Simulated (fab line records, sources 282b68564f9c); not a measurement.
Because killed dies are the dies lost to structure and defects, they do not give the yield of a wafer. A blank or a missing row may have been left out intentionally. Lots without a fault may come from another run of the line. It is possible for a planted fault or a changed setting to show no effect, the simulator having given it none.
fab line records + flow rit_cmos
record
- lots=6
- wafers=18
- last_day=8
route steps=202 shown REOX@99 NLDD@103 PLDD@114 SPACER@125 NSD@131 M1@202
lots with no fault: from the same line, run without faults
start_h: hours from the record's opening day to when the first of the lot's shown wafers began + wait_h: how many hours have passed since the lot's step before this one + " unchanged from the row above + L1.1+2: a row that stands for several wafers + - no value, or no start given + * or withheld: withheld + < > ~ a bound
route shown NAME@n: a module of which the file shows steps, and the number in the route of the first + usual: mean/standard deviation of fault-free wafers + same: alike in all rows + chamber/n: place in a boat + sites: each site's reading + _std_site: standard deviation across them + _edge_site: inner sites' mean taken away from outer sites' mean + radius_mm: how far each site lies from the wafer's centre + mask NAME#n: copy n + behind: tool/chamber where the wafer was last shaped + hold: why the lot went on hold/how many hours it stayed there/how the hold came to an end + device: the n, p or np transistor that did not switch + end of line: at the end of the route, the tests of the same wafers + a step without rows: its recipe alone + killed: dies that structure and defects cost at the first sort, which is not the same as the wafer's yield + map: a wafer's dies, x killed, . not, _ none there
set.NAME: setting as actually run; set.NAME@STEP: the setting as run at that earlier step + model.NAME: the simulator's own value behind a step, which no gauge read
a table for each step, a row for each wafer; lots at some steps of the route
services: a tool's chamber out of use, with start hour (start_h, from the record's first day; less than 0 if before it), hours out, and reason
## steps
# step RIT_REOX_CLEAN_01
# recipe
- chemistry=dHF
- dilution=50:1
- time_s=30
# step RIT_REOX_CLEAN_02
# recipe
- chemistry=SC2
- mix=3:3:50
- time_s=600
- temp_c=75
- dry=n2_spin
# step RIT_REOX_OXIDATION_03
# recipe
- temp_c=900
- ambient=O2
- target_thk_a=252
- ox_time_s=5580
# step RIT_REOX_THK_MEAS_04
# recipe
- reads=SiO2_of_REOX_OXIDATION_03
# usual
- REOX_OXIDE_THK=25.2/0.46
| lot.wafer | tool          | chamber | start_h | wait_h | REOX_OXIDE_THK[nm] |
|-----------|---------------|---------|---------|--------|--------------------|
| L816.4    | film_metro-01 | -       | 90.33   | 0.0    | 24.7               |
| L816.5    | "             | -       | "       | "      | 25.1               |
| L816.6    | "             | -       | "       | "      | 24.9               |
| L817.2    | film_metro-04 | -       | 92.53   | 0.0    | 25.4               |
| L817.3    | "             | -       | "       | "      | 25.1               |
| L817.4    | "             | -       | "       | "      | 25.0               |
| L824.1    | film_metro-04 | -       | 126.54  | 0.0    | 25.1               |
| L824.4    | "             | -       | "       | "      | 25.5               |
| L824.5    | "             | -       | "       | "      | 25.6               |
| L825.2    | film_metro-01 | -       | 127.43  | 0.0    | 25.2               |
| L825.3    | "             | -       | "       | "      | 25.1               |
| L825.6    | "             | -       | "       | "      | 25.3               |
| L826.1    | film_metro-04 | -       | 145.64  | 0.0    | 24.9               |
| L826.4    | "             | -       | "       | "      | 24.1               |
| L826.5    | "             | -       | "       | "      | 24.6               |
| L830.1    | film_metro-04 | -       | 162.77  | 0.0    | 24.9               |
| L830.2    | "             | -       | "       | "      | 25.6               |
| L830.3    | "             | -       | "       | "      | 25.3               |
# step RIT_NLDD_HMDS_00
# recipe
- prime_time_s=60
- prime_temp_c=140
# step RIT_NLDD_COAT_01
# recipe
- resist=NOVOLAK
- spin_rpm=3250
- resist_thk_nm=1000
# step RIT_NLDD_SOFTBAKE_02
# recipe
- resist=NOVOLAK
- temp_c=90
- time_s=60
# step RIT_NLDD_EXPOSE_03
# recipe
- mask_id=M7
- na=0.57
- target_cd_nm=40700
- dose_mj=250
# step RIT_NLDD_PEB_04
# recipe
- resist=NOVOLAK
- temp_c=withheld
- time_s=withheld
# step RIT_NLDD_DEVELOP_05
# recipe
- resist=NOVOLAK
- develop_time_s=50
- dev_temp_c=23
# step RIT_NLDD_OVL_MEAS_06
# usual
- NLDD_OVL=0.3/1.4
| lot.wafer | tool       | chamber | start_h | wait_h | NLDD_OVL[nm] |
|-----------|------------|---------|---------|--------|--------------|
| L816.4    | overlay-02 | -       | 91.44   | -      | 1.0          |
| L816.5    | "          | -       | "       | "      | 0.3          |
| L816.6    | "          | -       | "       | "      | -0.6         |
| L817.2    | overlay-02 | -       | 93.56   | -      | 0.5          |
| L817.3    | "          | -       | "       | "      | -2.0         |
| L817.4    | "          | -       | "       | "      | 0.2          |
| L824.1    | overlay-01 | -       | 127.45  | -      | 1.5          |
| L824.4    | "          | -       | "       | "      | 2.2          |
| L824.5    | "          | -       | "       | "      | 0.7          |
| L825.2    | overlay-01 | -       | 128.33  | -      | 0.6          |
| L825.3    | "          | -       | "       | "      | 1.4          |
| L825.6    | "          | -       | "       | "      | 2.8          |
| L826.1    | overlay-01 | -       | 146.68  | -      | 1.4          |
| L826.4    | "          | -       | "       | "      | -1.2         |
| L826.5    | "          | -       | "       | "      | 0.7          |
| L830.1    | overlay-02 | -       | 163.68  | -      | -0.3         |
| L830.2    | "          | -       | "       | "      | -0.1         |
| L830.3    | "          | -       | "       | "      | -0.1         |
# step RIT_NLDD_HARDBAKE_07
# recipe
- resist=NOVOLAK
- temp_c=140
- time_s=60
# step RIT_NLDD_IMPLANT_08
# recipe
- species=P
- energy_kev=20
- dose_cm2=5e+14
- tilt_deg=7
# usual
- beam_energy_keV=20.000/0.0064
| lot.wafer | tool         | chamber | start_h | wait_h | beam_energy_keV | model.implant.rp_nm | model.implant.drp_nm |
|-----------|--------------|---------|---------|--------|-----------------|---------------------|----------------------|
| L816.4    | implanter-03 | 0       | 91.68   | 0.1    | 19.995          | 26.39               | 12.97                |
| L816.5    | "            | 0       | "       | "      | 19.992          | 26.39               | 12.97                |
| L816.6    | "            | 0       | "       | "      | 19.992          | 26.39               | 12.97                |
| L817.2    | implanter-03 | 0       | 93.76   | 0.1    | 20.000          | 27.98               | 12.97                |
| L817.3    | "            | 0       | "       | "      | 19.993          | 27.98               | 12.97                |
| L817.4    | "            | 0       | "       | "      | 19.996          | 27.98               | 12.97                |
| L824.1    | implanter-03 | 0       | 127.63  | 0.1    | 13.994          | 21.88               | 10.46                |
| L824.4    | "            | 0       | "       | "      | 14.000          | 21.88               | 10.46                |
| L824.5    | "            | 0       | "       | "      | 13.993          | 21.88               | 10.46                |
| L825.2    | implanter-02 | 0       | 128.54  | 0.1    | 19.993          | 26.94               | 12.97                |
| L825.3    | "            | 0       | "       | "      | 19.999          | 26.94               | 12.97                |
| L825.6    | "            | 0       | "       | "      | 19.990          | 26.94               | 12.97                |
| L826.1    | implanter-03 | 0       | 146.86  | 0.1    | 14.015          | 22.79               | 10.46                |
| L826.4    | "            | 0       | "       | "      | 14.006          | 22.79               | 10.46                |
| L826.5    | "            | 0       | "       | "      | 14.014          | 22.79               | 10.46                |
| L830.1    | implanter-04 | 0       | 163.87  | 0.1    | 19.999          | 27.59               | 12.97                |
| L830.2    | "            | 0       | "       | "      | 19.999          | 27.59               | 12.97                |
| L830.3    | "            | 0       | "       | "      | 20.003          | 27.59               | 12.97                |
# step RIT_NLDD_STRIP_09
# recipe
- chemistry=O2
- time_s=180
- resist=NOVOLAK
- platen_temp_c=withheld
- power_w=500
- pressure_mtorr=4000
- o2_flow_sccm=4000
# usual
- drypump_motor_current_A=5.9/0.38
| lot.wafer | tool            | chamber | start_h | wait_h | drypump_motor_current_A | rf_hours_counter_h |
|-----------|-----------------|---------|---------|--------|-------------------------|--------------------|
| L816.4    | plasma_asher-03 | 1       | 91.82   | 0.1    | 5.4                     | -                  |
| L816.5    | "               | 0       | "       | "      | 6.1                     | -                  |
| L816.6    | "               | 1       | "       | "      | 5.4                     | -                  |
| L817.2    | plasma_asher-02 | 1       | 93.89   | 0.1    | 6.2                     | 43                 |
| L817.3    | "               | 0       | "       | "      | 6.1                     | -                  |
| L817.4    | "               | 1       | "       | "      | 6.1                     | -                  |
| L824.1    | plasma_asher-03 | 0       | 127.78  | 0.1    | 6.1                     | 34                 |
| L824.4    | "               | 0       | "       | "      | 6.1                     | -                  |
| L824.5    | "               | 1       | "       | "      | 5.4                     | -                  |
| L825.2    | plasma_asher-01 | 0       | 128.66  | 0.1    | 5.0                     | 47                 |
| L825.3    | "               | 1       | "       | "      | 6.4                     | -                  |
| L825.6    | "               | 1       | "       | "      | 6.4                     | -                  |
| L826.1    | plasma_asher-03 | 0       | 147.01  | 0.1    | 6.1                     | 36                 |
| L826.4    | "               | 0       | "       | "      | 6.1                     | -                  |
| L826.5    | "               | 1       | "       | "      | 5.4                     | -                  |
| L830.1    | plasma_asher-02 | 1       | 164.02  | 0.1    | 6.1                     | 4                  |
| L830.2    | "               | 0       | "       | "      | 6.0                     | 4                  |
| L830.3    | "               | 0       | "       | "      | 6.1                     | -                  |
# step RIT_NLDD_TW_MEAS_10
# usual
- NLDD_TW=2495/20
| lot.wafer | tool          | chamber | start_h | wait_h | NLDD_TW |
|-----------|---------------|---------|---------|--------|---------|
| L816.4    | film_metro-02 | -       | 91.96   | 0.1    | 2498    |
| L816.5    | "             | -       | "       | "      | 2484    |
| L816.6    | "             | -       | "       | "      | 2491    |
| L817.2    | film_metro-01 | -       | 94.07   | 0.1    | 2479    |
| L817.3    | "             | -       | "       | "      | 2488    |
| L817.4    | "             | -       | "       | "      | 2476    |
| L824.1    | film_metro-02 | -       | 127.96  | 0.1    | 2287    |
| L824.4    | "             | -       | "       | "      | 2262    |
| L824.5    | "             | -       | "       | "      | 2262    |
| L825.2    | film_metro-02 | -       | 128.85  | 0.1    | 2505    |
| L825.3    | "             | -       | "       | "      | 2498    |
| L825.6    | "             | -       | "       | "      | 2511    |
| L826.1    | film_metro-02 | -       | 147.19  | 0.1    | 2261    |
| L826.4    | "             | -       | "       | "      | 2270    |
| L826.5    | "             | -       | "       | "      | 2261    |
| L830.1    | film_metro-01 | -       | 164.19  | 0.1    | 2476    |
| L830.2    | "             | -       | "       | "      | 2458    |
| L830.3    | "             | -       | "       | "      | 2464    |
# step RIT_PLDD_HMDS_00
# recipe
- prime_time_s=60
- prime_temp_c=140
# step RIT_PLDD_COAT_01
# recipe
- resist=NOVOLAK
- spin_rpm=3324
- resist_thk_nm=1000
# step RIT_PLDD_SOFTBAKE_02
# recipe
- resist=NOVOLAK
- temp_c=90
- time_s=60
# step RIT_PLDD_EXPOSE_03
# recipe
- mask_id=M8
- na=0.57
- target_cd_nm=40900
- dose_mj=250
# step RIT_PLDD_PEB_04
# recipe
- resist=NOVOLAK
- temp_c=withheld
- time_s=withheld
# step RIT_PLDD_DEVELOP_05
# recipe
- resist=NOVOLAK
- develop_time_s=50
- dev_temp_c=23
# step RIT_PLDD_OVL_MEAS_06
# usual
- PLDD_OVL=-0.2/1.4
| lot.wafer | tool       | chamber | start_h | wait_h | PLDD_OVL[nm] |
|-----------|------------|---------|---------|--------|--------------|
| L816.4    | overlay-01 | -       | 93.10   | -      | 1.3          |
| L816.5    | "          | -       | "       | "      | 1.3          |
| L816.6    | "          | -       | "       | "      | 2.0          |
| L817.2    | overlay-01 | -       | 94.98   | -      | 2.1          |
| L817.3    | "          | -       | "       | "      | -0.8         |
| L817.4    | "          | -       | "       | "      | 1.8          |
| L824.1    | overlay-02 | -       | 128.87  | -      | 0.6          |
| L824.4    | "          | -       | "       | "      | 0.1          |
| L824.5    | "          | -       | "       | "      | -0.2         |
| L825.2    | overlay-01 | -       | 129.88  | -      | 0.1          |
| L825.3    | "          | -       | "       | "      | 0.3          |
| L825.6    | "          | -       | "       | "      | 0.7          |
| L826.1    | overlay-02 | -       | 148.10  | -      | -3.8         |
| L826.4    | "          | -       | "       | "      | -3.8         |
| L826.5    | "          | -       | "       | "      | -4.1         |
| L830.1    | overlay-01 | -       | 165.20  | -      | -1.9         |
| L830.2    | "          | -       | "       | "      | -0.5         |
| L830.3    | "          | -       | "       | "      | -1.6         |
# step RIT_PLDD_HARDBAKE_07
# recipe
- resist=NOVOLAK
- temp_c=140
- time_s=60
# step RIT_PLDD_IMPLANT_08
# recipe
- species=BF2
- energy_kev=20
- dose_cm2=9e+14
- tilt_deg=7
# step RIT_PLDD_STRIP_09
# recipe
- chemistry=O2
- time_s=180
- resist=NOVOLAK
- platen_temp_c=withheld
- power_w=500
- pressure_mtorr=4000
- o2_flow_sccm=4000
# usual
- drypump_motor_current_A=5.7/0.51
| lot.wafer | tool            | chamber | start_h | wait_h | drypump_motor_current_A | rf_hours_counter_h |
|-----------|-----------------|---------|---------|--------|-------------------------|--------------------|
| L816.4    | plasma_asher-04 | 0       | 93.48   | 0.1    | 5.1                     | -                  |
| L816.5    | "               | 1       | "       | "      | 6.2                     | -                  |
| L816.6    | "               | 0       | "       | "      | 5.1                     | -                  |
| L817.2    | plasma_asher-03 | 0       | 95.31   | 0.1    | 6.2                     | 30                 |
| L817.3    | "               | 0       | "       | "      | 6.1                     | -                  |
| L817.4    | "               | 1       | "       | "      | 5.5                     | -                  |
| L824.1    | plasma_asher-04 | 1       | 129.20  | 0.1    | 6.1                     | 52                 |
| L824.4    | "               | 0       | "       | "      | 5.1                     | -                  |
| L824.5    | "               | 0       | "       | "      | 5.1                     | -                  |
| L825.2    | plasma_asher-04 | 0       | 130.21  | 0.1    | 5.1                     | 52                 |
| L825.3    | "               | 1       | "       | "      | 6.2                     | -                  |
| L825.6    | "               | 0       | "       | "      | 5.1                     | -                  |
| L826.1    | plasma_asher-03 | 0       | 148.43  | 0.1    | 6.1                     | 36                 |
| L826.4    | "               | 0       | "       | "      | 6.1                     | -                  |
| L826.5    | "               | 0       | "       | "      | 6.1                     | -                  |
| L830.1    | plasma_asher-03 | 1       | 165.54  | 0.1    | 5.4                     | 38                 |
| L830.2    | "               | 0       | "       | "      | 6.1                     | 38                 |
| L830.3    | "               | 1       | "       | "      | 5.4                     | -                  |
# step RIT_PLDD_TW_MEAS_10
# usual
- PLDD_TW=2356/20
| lot.wafer | tool          | chamber | start_h | wait_h | PLDD_TW |
|-----------|---------------|---------|---------|--------|---------|
| L816.4    | film_metro-02 | -       | 93.63   | 0.1    | 2351    |
| L816.5    | "             | -       | "       | "      | 2348    |
| L816.6    | "             | -       | "       | "      | 2339    |
| L817.2    | film_metro-01 | -       | 95.49   | 0.1    | 2352    |
| L817.3    | "             | -       | "       | "      | 2346    |
| L817.4    | "             | -       | "       | "      | 2334    |
| L824.1    | film_metro-01 | -       | 129.38  | 0.1    | 2332    |
| L824.4    | "             | -       | "       | "      | 2345    |
| L824.5    | "             | -       | "       | "      | 2338    |
| L825.2    | film_metro-02 | -       | 130.39  | 0.1    | 2363    |
| L825.3    | "             | -       | "       | "      | 2370    |
| L825.6    | "             | -       | "       | "      | 2358    |
| L826.1    | film_metro-02 | -       | 148.61  | 0.1    | 2359    |
| L826.4    | "             | -       | "       | "      | 2344    |
| L826.5    | "             | -       | "       | "      | 2364    |
| L830.1    | film_metro-03 | -       | 165.71  | 0.1    | 2367    |
| L830.2    | "             | -       | "       | "      | 2379    |
| L830.3    | "             | -       | "       | "      | 2366    |
# step RIT_SPACER_CLEAN_00
# recipe
- chemistry=SC1
- mix=3:3:50
- time_s=600
- temp_c=75
# step RIT_SPACER_CLEAN_01
# recipe
- chemistry=dHF
- dilution=50:1
- time_s=29.54
# step RIT_SPACER_CLEAN_02
# recipe
- chemistry=SC2
- mix=3:3:50
- time_s=600
- temp_c=75
- dry=n2_spin
# step RIT_SPACER_CVD_03
# recipe
- material=Si3N4
- target_thk_nm=250
- temp_c=810
- precursor=SiH2Cl2/NH3
- time_s=3300
- pressure_mtorr=300
- sih2cl2_flow_sccm=60
- nh3_flow_sccm=150
# step RIT_SPACER_THK_MEAS_04
# recipe
- reads=Si3N4_of_SPACER_CVD_03
# usual
- SPACER_NITRIDE_THK=250.2/2.4
| lot.wafer | tool          | chamber | start_h | wait_h | SPACER_NITRIDE_THK[nm] |
|-----------|---------------|---------|---------|--------|------------------------|
| L816.4    | film_metro-02 | -       | 98.39   | 0.0    | 252.9                  |
| L816.5    | "             | -       | "       | "      | 251.8                  |
| L816.6    | "             | -       | "       | "      | 252.7                  |
| L817.2    | film_metro-02 | -       | 101.24  | 0.0    | 254.5                  |
| L817.3    | "             | -       | "       | "      | 252.0                  |
| L817.4    | "             | -       | "       | "      | 251.9                  |
| L824.1    | film_metro-03 | -       | 139.11  | 0.0    | 248.7                  |
| L824.4    | "             | -       | "       | "      | 249.6                  |
| L824.5    | "             | -       | "       | "      | 249.4                  |
| L825.2    | film_metro-02 | -       | 139.12  | 0.0    | 249.5                  |
| L825.3    | "             | -       | "       | "      | 249.8                  |
| L825.6    | "             | -       | "       | "      | 249.7                  |
| L826.1    | film_metro-03 | -       | 150.95  | 0.0    | 251.3                  |
| L826.4    | "             | -       | "       | "      | 253.1                  |
| L826.5    | "             | -       | "       | "      | 252.9                  |
| L830.1    | film_metro-03 | -       | 169.03  | 0.0    | 250.7                  |
| L830.2    | "             | -       | "       | "      | 253.7                  |
| L830.3    | "             | -       | "       | "      | 252.4                  |
# step RIT_SPACER_ETCHBACK_05
# recipe
- target_depth_a=2500
- SF6_flow_sccm=30
- CHF3_flow_sccm=30
- target=Si3N4
- chemistry=SF6/CHF3
- pressure_mtorr=40
- rf_w=250
- time_s=240
- stop_on=SiO2
# usual
- drypump_motor_current_A=5.6/0.49
- oes_product_au=0.842/0.013
- throttle_valve_pct=10.27/0.11
| lot.wafer | tool        | chamber | start_h | wait_h | drypump_motor_current_A | oes_product_au | rf_hours_counter_h | throttle_valve_pct |
|-----------|-------------|---------|---------|--------|-------------------------|----------------|--------------------|--------------------|
| L816.4    | rie_diel-01 | 1       | 98.42   | 0.0    | 5.8                     | 0.848          | 148                | 10.45              |
| L816.5    | "           | 0       | "       | "      | 6.1                     | 0.863          | -                  | 10.48              |
| L816.6    | "           | 1       | "       | "      | 5.8                     | 0.845          | -                  | 10.46              |
| L817.2    | rie_diel-03 | 3       | 101.29  | 0.0    | 5.2                     | 0.843          | 38                 | 10.14              |
| L817.3    | "           | 1       | "       | "      | 5.0                     | 0.857          | 29                 | 10.35              |
| L817.4    | "           | 2       | "       | "      | 5.2                     | 0.855          | 4                  | 10.27              |
| L824.1    | rie_diel-03 | 2       | 139.17  | 0.1    | 5.2                     | 0.850          | 5                  | 10.30              |
| L824.4    | "           | 1       | "       | "      | 5.0                     | 0.849          | 30                 | 10.34              |
| L824.5    | "           | 2       | "       | "      | 5.2                     | 0.855          | -                  | 10.29              |
| L825.2    | rie_diel-01 | 1       | 139.17  | 0.0    | 5.8                     | 0.839          | 149                | 10.43              |
| L825.3    | "           | 2       | "       | "      | 5.4                     | 0.849          | 15                 | 10.11              |
| L825.6    | "           | 1       | "       | "      | 5.7                     | 0.839          | -                  | 10.45              |
| L826.1    | rie_diel-01 | 0       | 151.01  | 0.1    | 6.2                     | 0.854          | 94                 | 10.48              |
| L826.4    | "           | 1       | "       | "      | 5.8                     | 0.847          | 149                | 10.44              |
| L826.5    | "           | 2       | "       | "      | 5.4                     | 0.849          | -                  | 10.10              |
| L830.1    | rie_diel-03 | 1       | 169.09  | 0.1    | 5.0                     | 0.843          | 30                 | 10.33              |
| L830.2    | "           | 2       | "       | "      | 5.2                     | 0.868          | 6                  | 10.29              |
| L830.3    | "           | 3       | "       | "      | 5.3                     | 0.837          | 39                 | 10.13              |
# step RIT_NSD_HMDS_00
# recipe
- prime_time_s=60
- prime_temp_c=140
# step RIT_NSD_COAT_01
# recipe
- resist=NOVOLAK
- spin_rpm=3298
- resist_thk_nm=1000
# step RIT_NSD_SOFTBAKE_02
# recipe
- resist=NOVOLAK
- temp_c=90
- time_s=60
# step RIT_NSD_EXPOSE_03
# recipe
- mask_id=M9
- na=0.57
- target_cd_nm=40700
- dose_mj=250
# step RIT_NSD_PEB_04
# recipe
- resist=NOVOLAK
- temp_c=withheld
- time_s=withheld
# step RIT_NSD_DEVELOP_05
# recipe
- resist=NOVOLAK
- develop_time_s=50
- dev_temp_c=23
# step RIT_NSD_OVL_MEAS_06
# usual
- NSD_OVL=-0.5/1.3
| lot.wafer | tool       | chamber | start_h | wait_h | NSD_OVL[nm] |
|-----------|------------|---------|---------|--------|-------------|
| L816.4    | overlay-01 | -       | 99.44   | -      | -0.9        |
| L816.5    | "          | -       | "       | "      | -2.0        |
| L816.6    | "          | -       | "       | "      | -0.9        |
| L817.2    | overlay-02 | -       | 102.42  | -      | -0.9        |
| L817.3    | "          | -       | "       | "      | 1.9         |
| L817.4    | "          | -       | "       | "      | -1.5        |
| L824.1    | overlay-01 | -       | 140.30  | -      | -1.2        |
| L824.4    | "          | -       | "       | "      | -0.8        |
| L824.5    | "          | -       | "       | "      | -1.5        |
| L825.2    | overlay-01 | -       | 140.55  | -      | 1.3         |
| L825.3    | "          | -       | "       | "      | -0.2        |
| L825.6    | "          | -       | "       | "      | 1.3         |
| L826.1    | overlay-01 | -       | 152.14  | -      | 1.1         |
| L826.4    | "          | -       | "       | "      | -0.8        |
| L826.5    | "          | -       | "       | "      | -0.6        |
| L830.1    | overlay-01 | -       | 170.09  | -      | -0.7        |
| L830.2    | "          | -       | "       | "      | -1.4        |
| L830.3    | "          | -       | "       | "      | 0.8         |
# step RIT_NSD_HARDBAKE_07
# recipe
- resist=NOVOLAK
- temp_c=140
- time_s=60
# step RIT_NSD_IMPLANT_08
# recipe
- species=P
- energy_kev=25
- dose_cm2=1e+15
- tilt_deg=7
# step RIT_NSD_STRIP_09
# recipe
- chemistry=O2
- time_s=180
- resist=NOVOLAK
- platen_temp_c=withheld
- power_w=500
- pressure_mtorr=4000
- o2_flow_sccm=4000
# usual
- drypump_motor_current_A=5.8/0.54
| lot.wafer | tool            | chamber | start_h | wait_h | drypump_motor_current_A | rf_hours_counter_h |
|-----------|-----------------|---------|---------|--------|-------------------------|--------------------|
| L816.4    | plasma_asher-01 | 1       | 99.81   | 0.1    | 6.4                     | -                  |
| L816.5    | "               | 1       | "       | "      | 6.4                     | -                  |
| L816.6    | "               | 0       | "       | "      | 5.1                     | -                  |
| L817.2    | plasma_asher-02 | 1       | 102.75  | 0.1    | 6.2                     | 44                 |
| L817.3    | "               | 0       | "       | "      | 6.0                     | -                  |
| L817.4    | "               | 1       | "       | "      | 6.1                     | -                  |
| L824.1    | plasma_asher-01 | 1       | 140.63  | 0.1    | 6.4                     | 48                 |
| L824.4    | "               | 0       | "       | "      | 5.0                     | -                  |
| L824.5    | "               | 1       | "       | "      | 6.4                     | -                  |
| L825.2    | plasma_asher-02 | 1       | 140.88  | 0.1    | 6.1                     | 2                  |
| L825.3    | "               | 1       | "       | "      | 6.2                     | -                  |
| L825.6    | "               | 0       | "       | "      | 6.0                     | -                  |
| L826.1    | plasma_asher-01 | 0       | 152.47  | 0.1    | 5.0                     | 49                 |
| L826.4    | "               | 1       | "       | "      | 6.4                     | -                  |
| L826.5    | "               | 1       | "       | "      | 6.4                     | -                  |
| L830.1    | plasma_asher-04 | 0       | 170.43  | 0.1    | 5.1                     | 56                 |
| L830.2    | "               | 1       | "       | "      | 6.1                     | 56                 |
| L830.3    | "               | 1       | "       | "      | 6.2                     | -                  |
# step RIT_SDANNEAL_RS_MEAS_07
# recipe
- thk_meas_gauge=four-point-probe
# usual
- NLDD_RS=151.8/0.59
| lot.wafer | tool          | chamber | start_h | wait_h | NLDD_RS[ohm/sq] |
|-----------|---------------|---------|---------|--------|-----------------|
| L816.4    | film_metro-02 | -       | 102.44  | 0.1    | 152.2           |
| L816.5    | "             | -       | "       | "      | 151.4           |
| L816.6    | "             | -       | "       | "      | 151.7           |
| L817.2    | film_metro-02 | -       | 105.21  | 0.1    | 153.3           |
| L817.3    | "             | -       | "       | "      | 153.1           |
| L817.4    | "             | -       | "       | "      | 153.2           |
| L824.1    | film_metro-03 | -       | 143.29  | 0.1    | 157.4           |
| L824.4    | "             | -       | "       | "      | 157.6           |
| L824.5    | "             | -       | "       | "      | 157.7           |
| L825.2    | film_metro-02 | -       | 143.53  | 0.1    | 151.9           |
| L825.3    | "             | -       | "       | "      | 151.7           |
| L825.6    | "             | -       | "       | "      | 151.8           |
| L826.1    | film_metro-03 | -       | 155.32  | 0.1    | 156.9           |
| L826.4    | "             | -       | "       | "      | 157.5           |
| L826.5    | "             | -       | "       | "      | 156.9           |
| L830.1    | film_metro-01 | -       | 173.06  | 0.1    | 152.8           |
| L830.2    | "             | -       | "       | "      | 152.6           |
| L830.3    | "             | -       | "       | "      | 152.4           |
# step RIT_M1_PROBE_99
# usual
- killed_at_contacts=0.0/0.16
- killed_at_front_end=7/3.1
- killed_dies=7/3.1
- killed_open=3.6/2.2
- killed_short=3.4/2.1
# same
- gross_dies=264
- killed_at_M0_to_M3=0
- killed_at_M4_up=0
- killed_at_back_side=0
- killed_at_other=0
| lot.wafer | tool      | chamber | start_h | wait_h | killed_at_contacts | killed_at_front_end | killed_dies | killed_open | killed_short |
|-----------|-----------|---------|---------|--------|--------------------|---------------------|-------------|-------------|--------------|
| L816.4    | prober-02 | -       | 109.64  | 0.2    | 0                  | 4                   | 4           | 0           | 4            |
| L816.5    | prober-02 | -       | 109.69  | 0.2    | 0                  | 9                   | 9           | 7           | 2            |
| L816.6    | prober-02 | -       | 109.74  | 0.2    | 0                  | 9                   | 9           | 5           | 4            |
| L824.1    | prober-02 | -       | 150.32  | 0.1    | 0                  | 4                   | 4           | 3           | 1            |
| L824.4    | prober-02 | -       | 150.47  | 0.2    | 0                  | 6                   | 6           | 5           | 1            |
| L824.5    | prober-02 | -       | 150.52  | 0.2    | 0                  | 6                   | 6           | 2           | 4            |
# killed by level:class
L816.4 SILICIDE:geometric_particle:short=2 GATE:geometric_particle:short=1 REOX:geometric_particle:short=1
L816.5 REOX:geometric_particle:open=3 FOX2:geometric_particle:open=2 FOX2:geometric_particle:short=1 GATE:geometric_particle:open=1 REOX:geometric_particle:short=1 SILICIDE:geometric_particle:open=1
L816.6 REOX:geometric_particle:short=3 REOX:geometric_particle:open=3 GATE:geometric_particle:open=2 SILICIDE:geometric_particle:short=1
L824.1 FOX1:geometric_particle:open=2 GATE:geometric_particle:short=1 GATE:geometric_particle:open=1
L824.4 GATE:geometric_particle:open=3 FOX1:geometric_particle:open=1 REOX:geometric_particle:open=1 SILICIDE:geometric_particle:short=1
L824.5 FOX1:geometric_particle:short=3 FOX1:geometric_particle:open=1 FOX2:geometric_particle:short=1 SPACER:geometric_particle:open=1
## services
| tool            | chamber | start_h | hours | kind           |
|-----------------|---------|---------|-------|----------------|
| plasma_asher-02 | -       | 68.80   | 1.6   | repair         |
| rie_diel-03     | -       | 86.91   | 0.4   | repair         |
| plasma_asher-01 | -       | 100.24  | 14.6  | pm             |
| plasma_asher-03 | -       | 103.58  | 2.8   | pm             |
| plasma_asher-02 | -       | 108.75  | 9.0   | pm             |
| plasma_asher-02 | 0       | 108.75  | 9.0   | vent_cycle     |
| plasma_asher-02 | 1       | 108.75  | 9.0   | vent_cycle     |
| plasma_asher-02 | 0       | 117.75  | -     | clean          |
| plasma_asher-02 | 1       | 117.75  | -     | clean          |
| implanter-03    | -       | 122.56  | 1.8   | repair         |
| implanter-04    | -       | 125.08  | 2.3   | repair         |
| implanter-02    | -       | 143.38  | 1.5   | repair         |
| rie_diel-01     | 1       | 162.41  | -     | clean          |
| rie_diel-01     | 1       | 162.41  | 14.6  | scheduled_down |
| rie_diel-01     | 1       | 162.41  | 14.6  | vent_cycle     |
| implanter-02    | -       | 164.33  | 2.8   | repair         |
| rie_diel-03     | 0       | 168.18  | 11.3  | repair         |
## key
first_sign
- step=RIT_NLDD_IMPLANT_08
- reading=beam_energy_keV
- direction=down
- sigmas=99+
- usual=20.000
- struck=14.004
effect
- step=RIT_NLDD_TW_MEAS_10
- reading=NLDD_TW
- direction=down
- sigmas=11
- usual=2495
- struck=2267
effect
- step=RIT_SDANNEAL_RS_MEAS_07
- reading=NLDD_RS
- direction=up
- sigmas=9.2
- usual=151.8
- struck=157.3
model_effect
- step=RIT_NLDD_IMPLANT_08
- value=implant.rp_nm
- without=28.42
- struck=22.33
met_at RIT_NLDD_IMPLANT_08
struck_wafers L824.1,L824.4,L824.5,L826.1,L826.4,L826.5
tester_left_out L824,L826
onset_between 93.76 127.63
fault
- kind=process_parameter_drift
- tool=implanter-03
- chamber=-
- onset_h=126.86
- steps=RIT_NLDD_IMPLANT_08
- channel=energy_kev
- offset=-6
- shape=step
- end_h=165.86
- acts_in=these_recipes_only
- stated=20
# tester_left_out: of these lots the tester's yield and bins aren't shown, on N5 and GAA mostly nor the transistor test; their killed dies are dies lost to structure and defects alone, not to doping, threshold or leakage, so they don't give the yield
